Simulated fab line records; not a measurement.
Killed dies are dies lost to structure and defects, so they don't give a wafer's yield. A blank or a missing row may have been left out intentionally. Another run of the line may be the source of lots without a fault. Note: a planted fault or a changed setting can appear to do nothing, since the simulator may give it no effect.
Problem report, 8D (eight disciplines) form, completed by code / flow berkeleyCmos170 / the parts of the form that need people (team, actions taken, sign-off) are left out

## 1. THE ISSUE
At UCB170_M2_METAL_ETCH_18, chamberPressureMTorr averages 9.601 mTorr over 3 wafers from 2 lots, while fault-free wafers read 12.001 mTorr, standard deviation 0.01. That is -99 or more standard deviations from the usual mean.
The step: etches Al in Cl2/BCl3, stops on SiO2, target depth 1170 nm, time 195 s.
First observed at day 9 17:13: wafer L820.6, on rieMetal-02. At this step, 42 wafers from 14 lots have a number in the record. Rule for "out" (also "out of limits"): further than 4 standard deviations from the usual mean. Any other wafer with a number is counted as sound.

## 2. WHAT IT IS AND WHAT IT IS NOT
question=which readings at this step | is=chamberPressureMTorr | is not=biasW, drypumpMotorCurrentA, oesProductAu, throttleValvePct
question=which lots | is=L820, L823 | is not=L810, L812, L813, L814, L815, L816, L817, L828, L829, L831, L832, L833
question=which wafers of those lots | is=L820.6, L823.1, L823.5 | is not=L820.3, L820.5, L823.6
question=read on which tools | is=rieMetal-02 | is not=rieMetal-03, rieMetal-04
question=when | is=from day 9 17:13 | is not=up to then (23 sound wafers); but 16 sound wafers of L823, L828, L829, L831, L832, L833 came after

## 3. SUSPECTS, AND WHAT RULES EACH OUT
Counting: a tool at a process step up to the reading stays a suspect if it ran every lot that is out. Sound lots after the first of them don't rule it out here, since some wafers of a struck lot are sound.
- rieMetal-02 at UCB170_M2_METAL_ETCH_18 (etches Al in Cl2/BCl3, stops on SiO2, target depth 1170 nm, time 195 s): kept. Ran every lot that is out, first one L820 (day 9 17:13); last sound lot up to then L817 (day 9 02:55). Its own readings are out on those wafers: chamberPressureMTorr.
- The sound lot-mates ran in chamber 0 of rieMetal-02 at UCB170_M2_METAL_ETCH_18, but the wafers that are out ran in chamber 1.
After counting, what remains is rieMetal-02 at UCB170_M2_METAL_ETCH_18.

## 4. THE CAUSE (what the simulator had put in)
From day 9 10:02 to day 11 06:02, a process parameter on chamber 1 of rieMetal-02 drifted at UCB170_M2_METAL_ETCH_18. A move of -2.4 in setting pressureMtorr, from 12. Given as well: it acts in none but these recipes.
After counting, this tool was the only one left.

## 5. THE CHAIN OF EFFECTS, in route order
Each row: a reading where the mean over the struck wafers with a number is more than 3 standard deviations away from the usual. Readings are gone through only where the record gives a usual standard deviation; hours: the median, over the lots, of the time from a lot's start at the first step in this table giving one to that lot's start at this step; sigmas: the change measured in usual standard deviations.
hours=0; step=UCB170_M2_METAL_ETCH_18; reading=chamberPressureMTorr; usual=12.001 mTorr; on struck wafers=9.601; change=-2.400; sigmas=-99 or more
The process steps in it:
- UCB170_M2_METAL_ETCH_18: etches Al in Cl2/BCl3, stops on SiO2, target depth 1170 nm, time 195 s.
At these later measuring or inspecting steps, every struck wafer for which the step has a row has a number for every such reading, and none has moved that far: UCB170_M3_CD_MEAS_15.

## 6. HOW IT WOULD HAVE BEEN CAUGHT EARLIER
The fault began at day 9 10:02; the first out-of-limits reading in this record came at day 9 17:13, 7 hours later.
